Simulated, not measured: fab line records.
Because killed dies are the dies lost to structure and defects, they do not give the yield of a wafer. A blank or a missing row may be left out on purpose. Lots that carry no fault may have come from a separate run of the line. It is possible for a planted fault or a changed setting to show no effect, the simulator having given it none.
Comparing a struck lot with a sound one | flow berkeley_cmos170 | 23 out of 331 route steps
Sound: the wafers L214.2, L214.5, L214.6. The struck wafers were L230.2, L230.5, L230.6. At the end, the cause is stated.
Order at every step that has rows: each side's tool, ch and its chambers, its first start. Under that, the readings that differ: sound wafers | struck wafers | difference of the means | sigmas: that difference in standard deviations of wafers without a fault.
alike: readings with means less than 2 such deviations apart, plus words and numbers identical on both sides. not compared: withheld readings, readings lacking a value on some wafer, bounds such as >300 that could conceal the same value, and numbers that have no deviation in the record and whose values overlap.
The two part at a step that has a row with sigmas, a row that says differs or no value, or rows on one side only. Numbers that don't overlap but have no deviation are shown without sigmas and don't part them. A reading that every wafer of one side lacks parts them only if that side has two wafers or more.

first, 5 steps without rows for these wafers: UCB170_PSD_COAT_01 (resist thk 900 nm); UCB170_PSD_SOFTBAKE_02 (time 60 s); UCB170_PSD_EXPOSE_03 (exposes mask PSELECT MOD, target cd 1200 nm); UCB170_PSD_PEB_04; UCB170_PSD_DEVELOP_05 (develop time 45 s).
UCB170_PSD_CD_MEAS_06 targets a cd of 1200 nm.
  sound on cd_sem-01 at day 7 17:02; struck on cd_sem-02 at day 11 09:45
  reading    | sound                | struck               | difference | sigmas
  cd_nm (nm) | 1201.4 1203.6 1202.6 | 1199.7 1197.9 1198.8 | -3.7       | -2
UCB170_PSD_OVL_MEAS_07:
  sound on overlay-01 at day 7 17:09; struck on overlay-01 at day 11 09:51
  alike: PSD_OVL
after that, 1 step had no rows for these wafers: UCB170_PSD_IMPLANT_08.
UCB170_PSD_STRIP_09: strips in O2.
  sound on plasma_asher-03 ch 0,1, day 7 17:20; struck on plasma_asher-01 ch 0,1, day 11 10:02
  reading                      | sound             | struck            | difference | sigmas
  strip_time_to_endpoint_s (s) | 29.42 29.46 29.45 | 29.24 29.30 29.21 | -0.19      | -2
  alike: drypump_motor_current_A, oes_product_au
  not compared: rf_hours_counter_h
UCB170_PSD_TW_MEAS_10:
  sound on film_metro-04 at day 7 17:26; struck on film_metro-01 at day 11 10:08
  alike: PSD_TW
then, 2 steps without rows for these wafers: UCB170_PSD_CLEAN_11 (cleans in SPM, time 600 s); UCB170_NSD_HMDS_00 (prime time 60 s).
UCB170_NSD_COAT_01: resist thk 900 nm.
  sound on litho_track-01 ch 0, day 7 18:05; struck on litho_track-03 ch 0, day 11 10:49
  reading                              | sound                | struck               | difference | sigmas
  spin_speed_rpm (rpm)                 | 1500.1 1501.1 1502.3 | 1500.2 1498.2 1499.3 | -1.9       | -2
  model.KrF_of_NSD_COAT_01.thk_nm (nm) | 904.1 901.5 906.3    | 885 886.7 884.6      | -19        |
  alike: dispense_pressure_kPa
then, 3 steps without rows for these wafers: UCB170_NSD_SOFTBAKE_02 (time 60 s); UCB170_NSD_EXPOSE_03 (exposes mask NSELECT MOD, target cd 1200 nm); UCB170_NSD_PEB_04.
UCB170_NSD_DEVELOP_05: develop time 45 s.
  sound on litho_track-03 ch 0; struck on litho_track-03 ch 0
  reading                              | sound             | struck            | difference | sigmas
  model.KrF_of_NSD_COAT_01.thk_nm (nm) | 889.9 887.3 892.1 | 870.8 872.5 870.4 | -18.5      |
UCB170_NSD_CD_MEAS_06 targets a cd of 1200 nm.
  sound on cd_sem-01 at day 7 19:06; struck on cd_sem-01 at day 11 11:50
  alike: cd_nm
UCB170_NSD_OVL_MEAS_07:
  sound on overlay-01 at day 7 19:12; struck on overlay-02 at day 11 11:57
  alike: NSD_OVL
after that, 1 step had no rows for these wafers: UCB170_NSD_IMPLANT_08.
UCB170_NSD_STRIP_09: strips in O2.
  sound on plasma_asher-02 ch 0,1, day 7 19:23; struck on plasma_asher-02 ch 0,1, day 11 12:08
  reading                      | sound             | struck            | difference | sigmas
  strip_time_to_endpoint_s (s) | 35.95 35.89 36.00 | 35.51 35.57 35.45 | -0.44      | -5
  alike: drypump_motor_current_A, oes_product_au
  not compared: rf_hours_counter_h
UCB170_NSD_TW_MEAS_10:
  sound on film_metro-01 at day 7 19:29; struck on film_metro-04 at day 11 12:15
  reading | sound          | struck         | difference | sigmas
  NSD_TW  | 4267 4255 4262 | 4183 4200 4170 | -77        | -2
after that, 1 step had no rows for these wafers: UCB170_M3_PROBE_99.

== WHERE THEY PART ==
Last at UCB170_NSD_TW_MEAS_10 as far as this record goes, first at UCB170_PSD_CD_MEAS_06.

WHY: the cause the simulator had injected
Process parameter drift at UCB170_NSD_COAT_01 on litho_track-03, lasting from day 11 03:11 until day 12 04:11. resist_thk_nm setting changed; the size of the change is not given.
